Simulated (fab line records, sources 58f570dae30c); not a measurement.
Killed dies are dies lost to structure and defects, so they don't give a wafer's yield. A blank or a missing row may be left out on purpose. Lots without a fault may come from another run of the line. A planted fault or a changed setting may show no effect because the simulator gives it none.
Problem report in the 8D (eight disciplines) form, filled by code | flow berkeley_cmos170 | the parts of the form that need people (team, actions taken, sign-off) are left out

1. THE PROBLEM
bias_w at UCB170_M1_METAL_ETCH_12 reads a mean of 162.4 W on 2 wafers of 2 lots; wafers without a fault read 120.0 W with a standard deviation of 0.35. That is +99 or more standard deviations from the usual mean.
The step: etches Al in Cl2/BCl3, stops on PSG, target depth 780 nm, time 130 s.
First seen on wafer L159.3, day 8 11:46, on rie_metal-03. The record holds 42 wafers of 14 lots with a number at this step. Rule for "out", or "out of limits": more than 4 standard deviations from the usual mean. The other wafers with a number count as sound.

2. WHAT IT IS AND WHAT IT IS NOT
question                    | is               | is not
which readings at this step | bias_w           | drypump_motor_current_A, he_backside_leak_sccm, oes_product_au, throttle_valve_pct
which lots                  | L159, L162       | L152, L153, L154, L156, L157, L158, L160, L161, L172, L173, L174, L175
which wafers of those lots  | L159.3, L162.2   | L159.4, L159.5, L162.1, L162.5
read on which tools         | rie_metal-03     | rie_metal-01, rie_metal-04
when                        | from day 8 11:46 | up to then (26 sound wafers); but 14 sound wafers of L162, L172, L173, L174, L175 came after

3. SUSPECTS, AND WHAT RULES EACH OUT
Counting: a tool at a process step up to the reading stays a suspect if it ran every lot that is out. Sound lots after the first of them don't rule it out here, since some wafers of a struck lot are sound.
- rie_metal-03 at UCB170_M1_METAL_ETCH_12 (etches Al in Cl2/BCl3, stops on PSG, target depth 780 nm, time 130 s): kept. It ran every lot that is out, first L159 (day 8 11:46); its last sound lot up to then is L161 (day 8 01:54). Its own readings are out on those wafers: bias_w.
- Within rie_metal-03 at UCB170_M1_METAL_ETCH_12: the wafers that are out ran in chamber 0; their sound lot-mates ran in chamber 1.
Left after counting: rie_metal-03 at UCB170_M1_METAL_ETCH_12.

4. THE CAUSE (what the simulator had put in)
Process parameter drift: rie_metal-03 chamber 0, from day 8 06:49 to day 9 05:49, at UCB170_M1_METAL_ETCH_12. Setting bias_w, moved by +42, from 120. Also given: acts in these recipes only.
Counting left only this tool.

5. THE CHAIN OF EFFECTS, in route order
Each row: a reading whose mean over the struck wafers that have a number lies more than 3 standard deviations from the usual. Only readings for which the record gives a usual standard deviation are gone through. hours: the time from each lot's start at the first step in this table that gives one to its start at this step, as a median over the lots. sigmas: the change in usual standard deviations.
hours | step                    | reading | usual   | on struck wafers | change | sigmas
0     | UCB170_M1_METAL_ETCH_12 | bias_w  | 120.0 W | 162.4            | +42.4  | +99 or more
The process steps in it:
- UCB170_M1_METAL_ETCH_12: etches Al in Cl2/BCl3, stops on PSG, target depth 780 nm, time 130 s.

6. WHAT WOULD HAVE CAUGHT IT SOONER
In this record the first reading out of limits was taken at day 8 11:46, 5 hours after the fault began at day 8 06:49.
